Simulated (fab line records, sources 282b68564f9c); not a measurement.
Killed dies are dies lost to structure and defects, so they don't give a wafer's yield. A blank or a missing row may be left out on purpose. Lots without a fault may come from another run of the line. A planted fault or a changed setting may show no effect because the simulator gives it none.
fab line records | flow rit_cmos
record lots=6 wafers=18 last_day=8
route steps=202 shown PLDD@116 SPACER@125 NSD@131 PSD@142 SDANNEAL@153 SILICIDE@161 M1@202
lots that met no fault: from a run of the same line without faults
start_h: hours from the record's first day to the start of the lot's first wafer shown | wait_h: hours since the lot's step before | " the same as in the row above | L1.1+2: a row that stands for several wafers | - no value, or no start given | * or withheld: withheld | < > ~ a bound
route shown NAME@n: a module of which the file shows steps, and the number in the route of the first | usual: mean/standard deviation of fault-free wafers | same: alike in all rows | chamber/n: place in a boat | sites: the reading at each site | _std_site: their standard deviation | _edge_site: outer sites' mean less inner sites' | radius_mm: how far each site lies from the wafer's centre | mask NAME#n: copy n | behind: the tool/chamber that last shaped the wafer | hold: why the lot was held/for how many hours/how that ended | device: the transistor (n, p or np) that didn't switch | end of line: the same wafers' tests at the end of the route | a step without rows: its recipe alone | killed: dies lost to structure and defects at the first sort, not the wafer's yield | map: a wafer's dies, x killed, . not, _ none there
set.NAME: the setting as run; set.NAME@STEP: as run at that earlier step | model.NAME: the simulator's own value behind a step, which no gauge read
lots at some steps of the route; a table a step, a row a wafer
services: from which hour (start_h, from the record's first day; less than 0 if before it) a tool's chamber was out of use, for how many hours, and why
## steps
# step RIT_PLDD_SOFTBAKE_02
# recipe resist=NOVOLAK temp_c=90 time_s=60
# step RIT_PLDD_EXPOSE_03
# recipe mask_id=M8 na=0.57 target_cd_nm=40900 dose_mj=250
# step RIT_PLDD_PEB_04
# recipe resist=NOVOLAK temp_c=withheld time_s=withheld
# step RIT_PLDD_DEVELOP_05
# recipe resist=NOVOLAK develop_time_s=50 dev_temp_c=23
# step RIT_PLDD_OVL_MEAS_06
# usual PLDD_OVL=0.8/1.4
# columns lot.wafer tool chamber start_h wait_h PLDD_OVL[nm]
L188.2 overlay-02 - 49.57 - 3.0
L188.3 " - " " 2.4
L188.5 " - " " 1.2
L197.2 overlay-02 - 93.13 - 0.5
L197.5 " - " " 0.7
L197.6 " - " " -0.1
L199.2 overlay-01 - 103.09 - 0.7
L199.4 " - " " 2.4
L199.6 " - " " 2.6
L206.3 overlay-02 - 140.90 - 0.6
L206.4 " - " " -1.5
L206.6 " - " " -0.8
L209.1 overlay-01 - 163.28 - 3.3
L209.3 " - " " 2.5
L209.4 " - " " 2.0
L210.1 overlay-02 - 163.54 - 0.4
L210.3 " - " " 2.0
L210.5 " - " " 1.9
# step RIT_PLDD_HARDBAKE_07
# recipe resist=NOVOLAK temp_c=140 time_s=60
# step RIT_PLDD_IMPLANT_08
# recipe species=BF2 energy_kev=20 dose_cm2=9.064e+14 tilt_deg=7
# step RIT_PLDD_STRIP_09
# recipe chemistry=O2 time_s=180 resist=NOVOLAK platen_temp_c=withheld power_w=500 pressure_mtorr=4000 o2_flow_sccm=4000
# usual drypump_motor_current_A=5.8/0.61
# columns lot.wafer tool chamber start_h wait_h drypump_motor_current_A rf_hours_counter_h
L188.2 plasma_asher-01 0 49.90 0.1 5.1 40
L188.3 " 0 " " 5.1 -
L188.5 " 0 " " 5.1 -
L197.2 plasma_asher-04 1 93.46 0.1 6.4 45
L197.5 " 1 " " 6.4 -
L197.6 " 0 " " 5.8 -
L199.2 plasma_asher-02 0 103.42 0.1 6.5 32
L199.4 " 1 " " 5.1 -
L199.6 " 0 " " 6.5 -
L206.3 plasma_asher-02 1 141.29 0.1 5.1 -
L206.4 " 0 " " 6.5 -
L206.6 " 1 " " 5.1 -
L209.1 plasma_asher-04 0 163.62 0.1 5.8 4
L209.3 " 1 " " 6.4 -
L209.4 " 0 " " 5.8 -
L210.1 plasma_asher-01 0 163.88 0.1 5.1 51
L210.3 " 0 " " 5.1 -
L210.5 " 0 " " 5.1 -
# step RIT_PLDD_TW_MEAS_10
# usual PLDD_TW=2352/20
# columns lot.wafer tool chamber start_h wait_h PLDD_TW
L188.2 film_metro-03 - 50.08 0.1 2352
L188.3 " - " " 2346
L188.5 " - " " 2350
L197.2 film_metro-03 - 93.64 0.1 2330
L197.5 " - " " 2327
L197.6 " - " " 2337
L199.2 film_metro-02 - 103.60 0.1 2373
L199.4 " - " " 2365
L199.6 " - " " 2374
L206.3 film_metro-01 - 141.42 0.1 2346
L206.4 " - " " 2363
L206.6 " - " " 2342
L209.1 film_metro-02 - 163.79 0.1 2370
L209.3 " - " " 2352
L209.4 " - " " 2367
L210.1 film_metro-02 - 164.05 0.1 2365
L210.3 " - " " 2357
L210.5 " - " " 2360
# step RIT_SPACER_CLEAN_00
# recipe chemistry=SC1 mix=3:3:50 time_s=600 temp_c=75
# step RIT_SPACER_CLEAN_01
# recipe chemistry=dHF dilution=50:1 time_s=30
# step RIT_SPACER_CLEAN_02
# recipe chemistry=SC2 mix=3:3:50 time_s=600 temp_c=75 dry=n2_spin
# step RIT_SPACER_CVD_03
# recipe material=Si3N4 target_thk_nm=250 temp_c=810 precursor=SiH2Cl2/NH3 time_s=3300 pressure_mtorr=300 sih2cl2_flow_sccm=60 nh3_flow_sccm=150
# columns lot.wafer tool chamber start_h wait_h model.Si3N4_of_SPACER_CVD_03.thk_nm
L188.2 lpcvd-01 1 50.50 0.0 248.1
L188.3 " 1 " " 247.2
L188.5 " 1 " " 248
L197.2 lpcvd-02 1 94.18 0.1 131.3
L197.5 " 1 " " 133
L197.6 " 1 " " 131.1
L199.2 lpcvd-02 1 105.11 1.1 131.9
L199.4+6 " 1 " " 133.8
L206.3 lpcvd-01 0 141.85 0.0 255.7
L206.4 " 0 " " 254.4
L206.6 " 0 " " 255.8
L209.1 lpcvd-02 0 164.26 0.0 249
L209.3 " 0 " " 248.2
L209.4 " 0 " " 247.8
L210.1 lpcvd-01 0 165.89 1.3 255.9
L210.3 " 0 " " 255.1
L210.5 " 0 " " 256.4
# step RIT_SPACER_THK_MEAS_04
# recipe reads=Si3N4_of_SPACER_CVD_03
# usual SPACER_NITRIDE_THK=250.3/2.8
# columns lot.wafer tool chamber start_h wait_h SPACER_NITRIDE_THK[nm]
L188.2 film_metro-01 - 52.42 0.0 248.0
L188.3 " - " " 247.4
L188.5 " - " " 247.9
L197.2 film_metro-02 - 96.10 0.0 131.3
L197.5 " - " " 133.0
L197.6 " - " " 131.0
L199.2 film_metro-04 - 107.04 0.0 131.8
L199.4 " - " " 133.8
L199.6 " - " " 133.9
L206.3 film_metro-04 - 143.78 0.0 255.9
L206.4 " - " " 254.2
L206.6 " - " " 255.8
L209.1 film_metro-02 - 166.17 0.0 249.1
L209.3 " - " " 248.2
L209.4 " - " " 247.8
L210.1 film_metro-04 - 167.80 0.0 255.8
L210.3 " - " " 255.0
L210.5 " - " " 256.4
# step RIT_SPACER_ETCHBACK_05
# recipe target_depth_a=2500 SF6_flow_sccm=30 CHF3_flow_sccm=30 target=Si3N4 chemistry=SF6/CHF3 pressure_mtorr=40 rf_w=250 time_s=240 stop_on=SiO2
# usual drypump_motor_current_A=5.68/0.29 oes_product_au=0.847/0.014 throttle_valve_pct=10.30/0.23
# columns lot.wafer tool chamber start_h wait_h drypump_motor_current_A oes_product_au rf_hours_counter_h throttle_valve_pct model.etch.depth_nm
L188.2 rie_diel-04 2 52.47 0.0 6.00 0.832 91 10.01 248.1
L188.3 " 3 " " 5.33 0.843 42 10.00 247.2
L188.5 " 3 " " 5.31 0.841 - 10.01 248
L197.2 rie_diel-01 0 96.15 0.0 5.26 0.572 5 10.01 131.3
L197.5 " 2 " " 5.83 0.546 - 10.21 133
L197.6 " 3 " " 5.39 0.550 - 10.22 131.1
L199.2 rie_diel-02 0 107.09 0.0 5.83 0.561 92 10.19 131.9
L199.4 " 1 " " 6.00 0.575 - 10.27 133.8
L199.6 " 2 " " 5.32 0.564 - 10.09 133.8
L206.3 rie_diel-01 2 143.82 0.0 5.80 0.843 115 10.33 255.7
L206.4 " 3 " " 5.40 0.841 9 10.34 254.4
L206.6 " 3 " " 5.39 0.841 - 10.33 255.8
L209.1 rie_diel-01 3 166.23 0.1 5.43 0.840 10 10.34 249
L209.3 " 1 " " 5.48 0.832 46 10.51 248.2
L209.4 " 2 " " 5.79 0.838 115 10.31 247.8
L210.1 rie_diel-04 2 167.86 0.1 6.03 0.852 93 10.00 255.9
L210.3 " 1 " " 6.01 0.864 45 10.65 255.1
L210.5 " 1 " " 6.06 0.871 - 10.65 256.4
# step RIT_NSD_HMDS_00
# recipe prime_time_s=60 prime_temp_c=140
# step RIT_NSD_COAT_01
# recipe resist=NOVOLAK spin_rpm=3250 resist_thk_nm=1000
# step RIT_NSD_SOFTBAKE_02
# recipe resist=NOVOLAK temp_c=90 time_s=59.14
# step RIT_NSD_EXPOSE_03
# recipe mask_id=M9 na=0.57 target_cd_nm=40700 dose_mj=250
# step RIT_NSD_PEB_04
# recipe resist=NOVOLAK temp_c=withheld time_s=withheld
# step RIT_NSD_DEVELOP_05
# recipe resist=NOVOLAK develop_time_s=50 dev_temp_c=23
# step RIT_NSD_OVL_MEAS_06
# usual NSD_OVL=0.6/1.4
# columns lot.wafer tool chamber start_h wait_h NSD_OVL[nm]
L188.2 overlay-01 - 53.48 - 2.4
L188.3 " - " " 3.7
L188.5 " - " " 3.0
L197.2 overlay-02 - 97.19 - 1.6
L197.5 " - " " 1.6
L197.6 " - " " -0.9
L199.2 overlay-01 - 108.09 - -2.0
L199.4 " - " " -0.5
L199.6 " - " " -1.1
L206.3 overlay-02 - 144.84 - -0.2
L206.4 " - " " 0.4
L206.6 " - " " -1.9
L209.1 overlay-02 - 167.23 - 0.6
L209.3 " - " " -0.2
L209.4 " - " " 0.1
L210.1 overlay-01 - 169.11 - 3.2
L210.3 " - " " 1.6
L210.5 " - " " 3.2
# step RIT_NSD_HARDBAKE_07
# recipe resist=NOVOLAK temp_c=140 time_s=60
# step RIT_NSD_IMPLANT_08
# recipe species=P energy_kev=25 dose_cm2=1e+15 tilt_deg=7
# step RIT_NSD_STRIP_09
# recipe chemistry=O2 time_s=180 resist=NOVOLAK platen_temp_c=withheld power_w=500 pressure_mtorr=4000 o2_flow_sccm=4000
# usual drypump_motor_current_A=5.7/0.4
# columns lot.wafer tool chamber start_h wait_h drypump_motor_current_A rf_hours_counter_h
L188.2 plasma_asher-01 0 53.81 0.1 5.1 40
L188.3 " 1 " " 5.2 -
L188.5 " 0 " " 5.1 -
L197.2 plasma_asher-03 0 97.53 0.1 6.0 45
L197.5 " 0 " " 6.1 -
L197.6 " 1 " " 5.7 -
L199.2 plasma_asher-03 1 108.42 0.1 5.7 47
L199.4 " 1 " " 5.7 -
L199.6 " 0 " " 6.0 -
L206.3 plasma_asher-04 1 145.22 0.1 6.4 -
L206.4 " 0 " " 5.8 -
L206.6 " 0 " " 5.8 -
L209.1 plasma_asher-04 1 167.57 0.1 6.5 4
L209.3 " 0 " " 5.8 -
L209.4 " 1 " " 6.5 -
L210.1 plasma_asher-01 0 169.45 0.1 5.1 51
L210.3 " 0 " " 5.1 -
L210.5 " 1 " " 5.1 -
# step RIT_NSD_TW_MEAS_10
# usual NSD_TW=3122/28
# columns lot.wafer tool chamber start_h wait_h NSD_TW
L188.2 film_metro-02 - 54.00 0.1 3148
L188.3 " - " " 3143
L188.5 " - " " 3143
L197.2 film_metro-01 - 97.71 0.1 3096
L197.5 " - " " 3081
L197.6 " - " " 3095
L199.2 film_metro-03 - 108.61 0.1 3118
L199.4 " - " " 3133
L199.6 " - " " 3133
L206.3 film_metro-01 - 145.35 0.1 3093
L206.4 " - " " 3099
L206.6 " - " " 3068
L209.1 film_metro-03 - 167.75 0.1 3127
L209.3 " - " " 3109
L209.4 " - " " 3125
L210.1 film_metro-02 - 169.63 0.1 3145
L210.3 " - " " 3156
L210.5 " - " " 3154
# step RIT_PSD_HMDS_00
# recipe prime_time_s=60 prime_temp_c=140
# step RIT_PSD_COAT_01
# recipe resist=NOVOLAK spin_rpm=3250 resist_thk_nm=1000
# step RIT_PSD_SOFTBAKE_02
# recipe resist=NOVOLAK temp_c=90 time_s=60
# step RIT_PSD_EXPOSE_03
# recipe mask_id=M10 na=0.57 target_cd_nm=40900 dose_mj=250
# step RIT_PSD_PEB_04
# recipe resist=NOVOLAK temp_c=withheld time_s=withheld
# step RIT_PSD_DEVELOP_05
# recipe resist=NOVOLAK develop_time_s=50 dev_temp_c=23
# step RIT_PSD_OVL_MEAS_06
# usual PSD_OVL=0.4/1.5
# columns lot.wafer tool chamber start_h wait_h PSD_OVL[nm]
L188.2 overlay-02 - 55.07 - 2.1
L188.3 " - " " 1.2
L188.5 " - " " 2.6
L197.2 overlay-02 - 98.74 - 0.9
L197.5 " - " " -1.1
L197.6 " - " " 0.5
L199.2 overlay-01 - 109.64 - 1.6
L199.4 " - " " 0.7
L199.6 " - " " 1.5
L206.3 overlay-02 - 146.26 - -0.7
L206.4 " - " " -0.2
L206.6 " - " " 1.1
L209.1 overlay-01 - 168.86 - -1.2
L209.3 " - " " -1.2
L209.4 " - " " -2.8
L210.1 overlay-02 - 170.54 - 0.9
L210.3 " - " " 1.5
L210.5 " - " " -0.1
# step RIT_PSD_HARDBAKE_07
# recipe resist=NOVOLAK temp_c=140 time_s=60
# step RIT_PSD_IMPLANT_08
# recipe species=BF2 energy_kev=27 dose_cm2=5e+15 tilt_deg=7
# step RIT_PSD_STRIP_09
# recipe chemistry=O2 time_s=180 resist=NOVOLAK platen_temp_c=withheld power_w=500 pressure_mtorr=4000 o2_flow_sccm=4000
# usual drypump_motor_current_A=5.9/0.49
# columns lot.wafer tool chamber start_h wait_h drypump_motor_current_A rf_hours_counter_h
L188.2 plasma_asher-03 1 55.40 0.1 5.7 41
L188.3 " 0 " " 6.1 -
L188.5 " 0 " " 6.0 -
L197.2 plasma_asher-02 1 99.07 0.1 5.1 31
L197.5 " 1 " " 5.1 -
L197.6 " 0 " " 6.5 -
L199.2 plasma_asher-03 0 110.18 0.1 6.0 47
L199.4 " 1 " " 5.7 -
L199.6 " 0 " " 6.1 -
L206.3 plasma_asher-02 0 146.64 0.1 6.5 -
L206.4 " 1 " " 5.1 -
L206.6 " 0 " " 6.5 -
L209.1 plasma_asher-04 0 169.28 0.1 5.8 5
L209.3 " 1 " " 6.4 -
L209.4 " 0 " " 5.8 -
L210.1 plasma_asher-02 1 170.87 0.1 5.1 37
L210.3 " 0 " " 6.5 -
L210.5 " 0 " " 6.5 -
# step RIT_PSD_TW_MEAS_10
# usual PSD_TW=3432/35
# columns lot.wafer tool chamber start_h wait_h PSD_TW
L188.2 film_metro-02 - 55.58 0.1 3439
L188.3 " - " " 3456
L188.5 " - " " 3461
L197.2 film_metro-02 - 99.26 0.1 3449
L197.5 " - " " 3446
L197.6 " - " " 3462
L199.2 film_metro-02 - 110.37 0.1 3482
L199.4 " - " " 3475
L199.6 " - " " 3473
L206.3 film_metro-02 - 146.78 0.1 3452
L206.4 " - " " 3451
L206.6 " - " " 3453
L209.1 film_metro-01 - 169.45 0.1 3381
L209.3 " - " " 3380
L209.4 " - " " 3393
L210.1 film_metro-01 - 171.05 0.1 3388
L210.3 " - " " 3378
L210.5 " - " " 3400
# step RIT_SDANNEAL_CLEAN_00
# recipe chemistry=SC1 mix=3:3:50 time_s=587.1 temp_c=75
# step RIT_SDANNEAL_CLEAN_01
# recipe chemistry=dHF dilution=50:1 time_s=30
# step RIT_SDANNEAL_CLEAN_02
# recipe chemistry=SC2 mix=3:3:50 time_s=600 temp_c=75 dry=n2_spin
# step RIT_SDANNEAL_RTA_03
# recipe temp_c=1050 time_s=5 idle_temp_c=600 ramp_up_c_per_s=342 ramp_down_c_per_s=171 cool_to_c=600 ambient=N2
# usual wafer_temp_C_max=1053.4/1.1
# columns lot.wafer tool chamber start_h wait_h wafer_temp_C_max
L188.2 rtp_anneal-01 0 56.01 0.0 1052.0
L188.3 " 0 " " 1053.3
L188.5 " 0 " " 1052.1
L197.2 rtp_anneal-02 0 99.69 0.0 1054.3
L197.5 " 0 " " 1053.5
L197.6 " 0 " " 1053.2
L199.2 rtp_anneal-02 0 110.83 0.0 1051.8
L199.4 " 0 " " 1052.8
L199.6 " 0 " " 1056.1
L206.3 rtp_anneal-01 0 147.24 0.0 1053.4
L206.4 " 0 " " 1052.1
L206.6 " 0 " " 1052.6
L209.1 rtp_anneal-02 0 169.93 0.0 1052.3
L209.3 " 0 " " 1054.8
L209.4 " 0 " " 1053.1
L210.1 rtp_anneal-01 0 171.50 0.0 1052.0
L210.3 " 0 " " 1054.3
L210.5 " 0 " " 1052.6
# step RIT_SDANNEAL_RS_MEAS_04
# recipe thk_meas_gauge=four-point-probe
# usual PSD_RS=115.8/0.32
# columns lot.wafer tool chamber start_h wait_h PSD_RS[ohm/sq]
L188.2 film_metro-03 - 56.08 0.1 115.9
L188.3 " - " " 115.7
L188.5 " - " " 115.6
L197.2 film_metro-03 - 99.76 0.1 115.8
L197.5 " - " " 115.9
L197.6 " - " " 115.7
L199.2 film_metro-03 - 110.89 0.1 115.4
L199.4 " - " " 115.5
L199.6 " - " " 115.9
L206.3 film_metro-03 - 147.31 0.1 116.0
L206.4 " - " " 115.7
L206.6 " - " " 116.0
L209.1 film_metro-03 - 169.99 0.0 115.9
L209.3 " - " " 115.7
L209.4 " - " " 116.1
L210.1 film_metro-01 - 171.56 0.0 116.0
L210.3 " - " " 115.7
L210.5 " - " " 115.8
# step RIT_SILICIDE_WET_ETCH_00
# recipe chemistry=BOE target=SiO2 target_depth_nm=14 time_s=15 dry=n2_spin dilution=10:1 temp_c=21.5
# columns lot.wafer tool chamber start_h wait_h model.Si3N4_of_SPACER_CVD_03.thk_nm
L188.2 wet_bench-04 3 56.54 0.1 193.5
L188.3 " 3 " " 192.9
L188.5 " 3 " " 193.9
L197.2 wet_bench-04 0 100.22 0.1 102.6
L197.5+6 " 0 " " 102.5
L199.2 wet_bench-04 3 111.35 0.1 103.3
L199.4 " 3 " " 104.1
L199.6 " 3 " " 104.4
L206.3 wet_bench-02 3 147.75 0.1 197.6
L206.4 " 3 " " 199.4
L206.6 " 3 " " 200.4
L209.1 wet_bench-03 0 170.47 0.1 195.2
L209.3 " 0 " " 193.4
L209.4 " 0 " " 191.3
L210.1 wet_bench-04 3 172.04 0.1 199.9
L210.3 " 3 " " 198.7
L210.5 " 3 " " 199.5
# step RIT_M1_PROBE_99
# columns lot.wafer tool chamber start_h wait_h model.etest.nldd.width_nm model.etest.pldd.width_nm model.etest.pplus_sal.width_nm model.etest.nplus_sal.width_nm model.etest.pwell_pinched.rs_ohm_sq model.etest.nwell_pinched.rs_ohm_sq model.etest.well_edge_left.line_ohm_um model.etest.well_edge_right.line_ohm_um
L188.2 prober-02 - 63.50 0.1 3160 3185 3428 3445 453.6 340.9 183.6 179.7
L188.3 prober-02 - 63.55 0.2 3155 3154 3460 3444 453.6 337.9 182.4 181.5
L188.5 prober-02 - 63.65 0.2 3153 3164 3449 3439 456.5 336.8 181.1 182.6
L197.5 prober-01 - 107.34 0.2 3333 3333 3632 3604 564.4 423.4 226 225.5
L199.4 prober-01 - 118.33 0.2 3342 3348 3612 3601 532.3 419.1 227.9 223.1
L206.3 prober-02 - 154.89 0.2 3162 3153 3439 3446 457.8 339.5 181.5 182.7
L206.4 prober-02 - 154.94 0.2 3160 3170 3398 3405 444.1 327.9 181.5 181.8
L206.6 prober-02 - 155.04 0.2 3154 3171 3417 3409 448.7 326.9 180.4 181.9
L209.1 prober-01 - 178.76 0.1 3211 3197 3468 3439 448.4 333.1 182 184.2
L209.3 prober-01 - 178.86 0.2 3225 3219 3490 3491 459.6 338.5 182.8 180
L209.4 prober-01 - 178.91 0.2 3210 3200 3502 3490 463.9 343.4 181.8 180.3
L210.1 prober-02 - 180.26 0.1 3182 3185 3428 3439 454.1 333.5 186.5 180.8
L210.3 prober-02 - 180.36 0.2 3166 3169 3424 3432 460.1 336.9 181.7 184.7
L210.5 prober-02 - 180.46 0.2 3158 3159 3416 3422 451.2 336.6 184.2 184.3
# killed by level:class
L188.2 GATE:geometric_particle:short=3 FOX2:geometric_particle:short=1 GATE:geometric_particle:open=1 REOX:geometric_particle:open=1
L188.3 GATE:geometric_particle:open=2 FOX1:geometric_particle:short=1 GATE:geometric_particle:short=1
L188.5 GATE:geometric_particle:short=3 GATE:geometric_particle:open=3 FOX1:geometric_particle:short=1 GATE:coat_microbubble_printed=1
L206.3 GATE:geometric_particle:short=3 REOX:geometric_particle:short=1 REOX:geometric_particle:open=1
L206.4 FOX1:geometric_particle:open=3 GATE:geometric_particle:short=2 SILICIDE:geometric_particle:short=1 SILICIDE:geometric_particle:open=1
L206.6 FOX1:geometric_particle:open=1 GATE:geometric_particle:open=1 REOX:geometric_particle:short=1
L209.1 GATE:geometric_particle:open=3 FOX2:geometric_particle:open=2 FOX2:geometric_particle:short=1 REOX:geometric_particle:short=1 SILICIDE:geometric_particle:open=1
L209.3 GATE:geometric_particle:open=2 FOX1:geometric_particle:open=1 FOX2:geometric_particle:open=1 GATE:geometric_particle:short=1 REOX:geometric_particle:short=1 SILICIDE:geometric_particle:open=1
L209.4 REOX:geometric_particle:open=4 REOX:geometric_particle:short=2 GATE:geometric_particle:open=1 GATE:geometric_particle:short=1 SILICIDE:geometric_particle:open=1
L210.1 FOX1:geometric_particle:open=2 GATE:geometric_particle:short=2 GATE:geometric_particle:open=2 FOX1:geometric_particle:short=1 REOX:geometric_particle:open=1 REOX:geometric_particle:short=1 SPACER:geometric_particle:short=1 SILICIDE:geometric_particle:open=1
L210.3 GATE:geometric_particle:open=5 FOX1:geometric_particle:open=2 SPACER:geometric_particle:short=2 FOX1:geometric_particle:short=1 GATE:geometric_particle:short=1 SPACER:geometric_particle:open=1 SILICIDE:geometric_particle:open=1
L210.5 FOX1:geometric_particle:open=1 REOX:geometric_particle:open=1
## services
# columns tool chamber start_h hours kind
rie_diel-04 - 29.57 4.0 repair
rie_diel-02 3 46.14 5.7 repair
rie_diel-02 1 50.24 1.8 repair
lpcvd-02 - 51.56 14.6 pm
plasma_asher-01 - 74.82 4.1 repair
rie_diel-02 2 88.63 11.1 repair
rie_diel-04 - 92.32 0.2 repair
rie_diel-02 3 104.91 3.5 repair
plasma_asher-04 - 108.75 9.0 pm
plasma_asher-04 0 108.75 9.0 vent_cycle
plasma_asher-04 1 108.75 9.0 vent_cycle
plasma_asher-02 - 114.45 7.6 repair
plasma_asher-04 0 117.75 - clean
plasma_asher-04 1 117.75 - clean
wet_bench-02 - 118.83 8.3 repair
rie_diel-02 0 138.19 7.3 repair
rie_diel-04 3 145.72 3.2 repair
## key
first_sign step=RIT_SPACER_THK_MEAS_04 reading=SPACER_NITRIDE_THK direction=down sigmas=42 usual=250.3 struck=132.5
effect step=RIT_SPACER_ETCHBACK_05 reading=oes_product_au direction=down sigmas=21 usual=0.847 struck=0.561
model_effect step=RIT_SPACER_CVD_03 value=Si3N4_of_SPACER_CVD_03.thk_nm without=248.7 struck=132.5
model_effect step=RIT_SPACER_ETCHBACK_05 value=etch.depth_nm without=248.7 struck=132.5
model_effect step=RIT_SILICIDE_WET_ETCH_00 value=Si3N4_of_SPACER_CVD_03.thk_nm without=194.9 struck=103.2
model_effect step=RIT_M1_PROBE_99 value=etest.nldd.width_nm without=3156 struck=3337
met_at RIT_SPACER_CVD_03
struck_wafers L197.2,L197.5,L197.6,L199.2,L199.4,L199.6
sort_left_out L197.2,L197.5,L197.6,L199.2,L199.4,L199.6
tester_left_out L197,L199
fault kind=process_parameter_drift tool=lpcvd-02 chamber=- onset_h=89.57 steps=RIT_SPACER_CVD_03 channel=target_thk_nm offset=-116.26 shape=step end_h=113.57 acts_in=these_recipes_only stated=250
# tester_left_out: of these lots the tester's yield and bins aren't shown, on N5 and GAA mostly nor the transistor test; their killed dies are dies lost to structure and defects alone, not to doping, threshold or leakage, so they don't give the yield
# sort_left_out: the simulated sort isn't trusted on such a fault, so these wafers' sort isn't shown, and their yield isn't known
